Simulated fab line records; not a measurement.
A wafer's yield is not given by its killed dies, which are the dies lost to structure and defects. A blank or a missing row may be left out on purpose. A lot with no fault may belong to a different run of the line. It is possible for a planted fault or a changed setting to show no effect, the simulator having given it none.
A struck lot beside a sound one    flow ritCmos    45 out of 202 route steps
Sound: wafers L174.1, L174.2, L174.3. Wafers struck: L178.1, L178.2, L178.6. The cause is given at the end.
At each step with rows: each side's tool, then ch and its chambers, then its first start. Under that, the readings that differ: sound wafers    struck wafers    difference of the means    sigmas: that difference in standard deviations of wafers without a fault.
alike: readings with means less than 2 such deviations apart, plus words and numbers identical on both sides. not compared: withheld readings, readings lacking a value on some wafer, bounds such as >300 that could conceal the same value, and numbers that have no deviation in the record and whose values overlap.
A row with sigmas, a row that says differs or no value, or rows on one side alone: a step with any of these is where the two part. Numbers that have no deviation but don't overlap get no sigmas and don't part them. A reading missing from all wafers of one side parts the sides only when that side holds two or more wafers.

first, 1 step without rows for these wafers: RIT_ACTIVE_DEVELOP_10 (develop time 50 s).
RIT_ACTIVE_CD_MEAS_11 targets a cd of 1400 nm.
  sound on cdSem-01, day 3 06:34; struck on cdSem-01, day 4 02:38
  alike: cdNm
then, 1 step without rows for these wafers: RIT_ACTIVE_HARDBAKE_12 (time 60 s).
RIT_ACTIVE_ETCH_13: etches Si3N4 in SF6, stops on SiO2, time 210 s, target depth 210 nm.
  sound on rieDiel-03 ch 0,1,3, day 3 06:50; struck on rieDiel-01 ch 0,1,2, day 4 02:54
  alike: drypumpMotorCurrentA, oesProductAu, throttleValvePct
  not compared: rfHoursCounterH
RIT_ACTIVE_STRIP_14: strips in O2, time 180 s.
  sound on plasmaAsher-04 ch 0,1, day 3 06:58; struck on plasmaAsher-03 ch 0,1, day 4 03:02
  alike: drypumpMotorCurrentA, o2FlowSccm
  not compared: rfHoursCounterH
RIT_ACTIVE_CD_MEAS_90 targets a cd of 1400 nm.
  sound on cdSem-02, day 3 07:08; struck on cdSem-01, day 4 03:13
  alike: cdNm
then, 4 steps without rows for these wafers: RIT_ACTIVE_CLEAN_15 (cleans in SC1, time 600 s); RIT_ACTIVE_CLEAN_16 (cleans in dHF, time 30 s); RIT_ACTIVE_CLEAN_17 (cleans in SC2, time 600 s); RIT_FOX1_OXIDATION_00 (target thk 350.7 nm, ox time 1130 s).
RIT_FOX1_THK_MEAS_01:
  sound on filmMetro-01, day 3 10:22; struck on filmMetro-01, day 4 07:20
  alike: FOX1_OXIDE_THK
then, 1 step without rows for these wafers: RIT_FOX1_WET_ETCH_02 (etches SiO2 in BOE, target depth 350 nm, time 390 s).
RIT_FOX2_OXIDATION_00: target thk 350.7 nm, ox time 1130 s.
  sound on furnace-04 ch 0, day 3 10:45; struck on furnace-04 ch 0, day 4 07:38
reading                                     sound                 struck                difference  sigmas
spikeTcCentreC (C)                          1103.8 1102.4 1104.5  1140.6 1138.3 1139.3  +35.8       +22
spikeTcLoadC (C)                            1127.7 1129.4 1126.6  1162.9 1163.4 1163.7  +35.4       +25
spikeTcSourceC (C)                          1126.6 1126.3 1128.5  1163.5 1161.1 1160.9  +34.7       +32
tubeCenterTempC (C)                         1099.9 1099.9 1100    1135 1135 1135        +35         +99 or more
tube_center_temp_C_max                      1102.2 1102.3 1103.1  1137.5 1137.9 1139.0  +35.6       +87
model.SiO2_of_FOX2_OXIDATION_00.thkNm (nm)  348.4 349.2 355.5     407.7 410.5 408.3     +57.8       
  alike: zonePowerCentrePct
RIT_FOX2_THK_MEAS_01:
  sound on filmMetro-04, day 3 12:04; struck on filmMetro-02, day 4 08:56
reading              sound        struck       difference  sigmas
FOX2_OXIDE_THK (nm)  348 349 356  408 410 408  +58         +9
then, 2 steps without rows for these wafers: RIT_FOX2_CLEAN_02 (cleans in dHF, time 180 s); RIT_FOX2_WET_ETCH_03 (etches Si3N4 in H3PO4, target depth 195 nm, time 2700 s).
RIT_FOX2_THK_MEAS_90:
  sound on filmMetro-02, day 3 12:56; struck on filmMetro-02, day 4 09:53
reading                      sound        struck       difference  sigmas
FIELD_OXIDE_LEFT_1_THK (nm)  321 322 328  380 383 380  +57         +9
then, 6 steps without rows for these wafers: RIT_NWELL_HMDS_00 (prime time 60 s); RIT_NWELL_COAT_01 (resist thk 1300 nm); RIT_NWELL_SOFTBAKE_02 (time 60 s); RIT_NWELL_EXPOSE_03 (exposes mask M2, target cd 43900 nm); RIT_NWELL_PEB_04; RIT_NWELL_DEVELOP_05 (develop time 68 s).
RIT_NWELL_OVL_MEAS_06:
  sound on overlay-02, day 3 13:53; struck on overlay-02, day 4 11:04
reading         sound           struck       difference  sigmas
NWELL_OVL (nm)  -2.8 -1.4 -2.1  2.5 2.7 1.4  +4.3        +3
then, 2 steps without rows for these wafers: RIT_NWELL_HARDBAKE_07 (time 120 s); RIT_NWELL_IMPLANT_08.
RIT_NWELL_STRIP_09: strips in O2, time 180 s.
  sound on plasmaAsher-01 ch 0,1, day 3 14:19; struck on plasmaAsher-01 ch 0,1, day 4 11:30
  alike: drypumpMotorCurrentA, o2FlowSccm
  not compared: rfHoursCounterH
RIT_NWELL_TW_MEAS_10:
  sound on filmMetro-04, day 3 14:30; struck on filmMetro-03, day 4 11:41
reading   sound           struck          difference  sigmas
NWELL_TW  2157 2151 2153  2126 2116 2127  -31         -2
then, 6 steps without rows for these wafers: RIT_PWELL_HMDS_00 (prime time 60 s); RIT_PWELL_COAT_01 (resist thk 1300 nm); RIT_PWELL_SOFTBAKE_02 (time 60 s); RIT_PWELL_EXPOSE_03 (exposes mask M3, target cd 43700 nm); RIT_PWELL_PEB_04; RIT_PWELL_DEVELOP_05 (develop time 68 s).
RIT_PWELL_OVL_MEAS_06:
  sound on overlay-01, day 3 15:45; struck on overlay-01, day 4 12:47
  alike: PWELL_OVL
then, 2 steps without rows for these wafers: RIT_PWELL_HARDBAKE_07 (time 120 s); RIT_PWELL_IMPLANT_08.
RIT_PWELL_STRIP_09: strips in O2, time 180 s.
  sound on plasmaAsher-03 ch 0,1, day 3 16:11; struck on plasmaAsher-04 ch 0,1, day 4 13:13
  alike: drypumpMotorCurrentA, o2FlowSccm
  not compared: rfHoursCounterH
RIT_PWELL_TW_MEAS_10:
  sound on filmMetro-04, day 3 16:22; struck on filmMetro-03, day 4 13:23
reading   sound        struck       difference  sigmas
PWELL_TW  956 955 956  939 946 942  -13         -2
then, 1 step without rows for these wafers: RIT_WELLDRIVE_ANNEAL_00 (time 14700 s).
RIT_WELLDRIVE_RS_MEAS_01: uses a four-point probe to measure.
  sound on filmMetro-04, day 3 21:31; struck on filmMetro-03, day 4 20:08
  alike: NWELL_RS
RIT_WELLDRIVE_RS_MEAS_02: uses a four-point probe to measure.
  sound on filmMetro-04, day 3 21:38; struck on filmMetro-03, day 4 20:16
  alike: PWELL_RS
RIT_FOX2_THK_MEAS_91:
  sound on filmMetro-03, day 4 01:23; struck on filmMetro-04, day 5 00:10
reading                      sound        struck       difference  sigmas
FIELD_OXIDE_LEFT_2_THK (nm)  253 253 260  312 314 312  +57         +9
RIT_SILICIDE_WET_ETCH_00: etches SiO2 in BOE, target depth 14 nm, time 15 s.
  sound on wetBench-03 ch 2, day 4 19:15; struck on wetBench-02 ch 3, day 5 22:52
reading                                     sound              struck             difference  sigmas
model.SiO2_of_FOX2_OXIDATION_00.thkNm (nm)  147.2 148.1 153.9  207.4 209.5 206.8  +58.2       
RIT_M1_PROBE_99:
  sound on prober-01, day 5 03:05; struck on prober-01, day 6 05:56
reading                            sound              struck             difference  sigmas
model.etest.nldd.widthNm (nm)      3193 3178 3188     3108 3123 3115     -71         
model.etest.pldd.widthNm (nm)      3193 3175 3176     3107 3103 3098     -79         
model.etest.nplusSal.widthNm (nm)  3454 3458 3459     3404 3416 3414     -46         
model.etest.pplusSal.widthNm (nm)  3460 3453 3451     3395 3404 3412     -51         
model.etest.pwell.rsOhmSq          416.2 415.9 424.2  435.4 434 438.9    +17.3       
model.etest.nmosNarrow.driveUaUm   232.6 223.1 225.7  214.8 210.6 214.9  -13.7       
model.etest.fieldN.vtV (V)         34.27 34.43 35.21  41.75 42.09 41.85  +7.26       
model.etest.pmosNarrow.driveUaUm   103.6 100.3 101.3  98.91 94.67 96.72  -4.97       
  alike: killedAtFrontEnd, killedDies, killedOpen, killedShort

## WHERE THEY PART
First at RIT_FOX2_OXIDATION_00; last, within this record, at RIT_FOX2_THK_MEAS_91. Later steps at which nothing parts them and some readings are alike: RIT_M1_PROBE_99.

WHY: what the simulator had put in
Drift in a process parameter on furnace-04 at RIT_FOX2_OXIDATION_00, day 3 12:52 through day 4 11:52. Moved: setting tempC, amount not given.
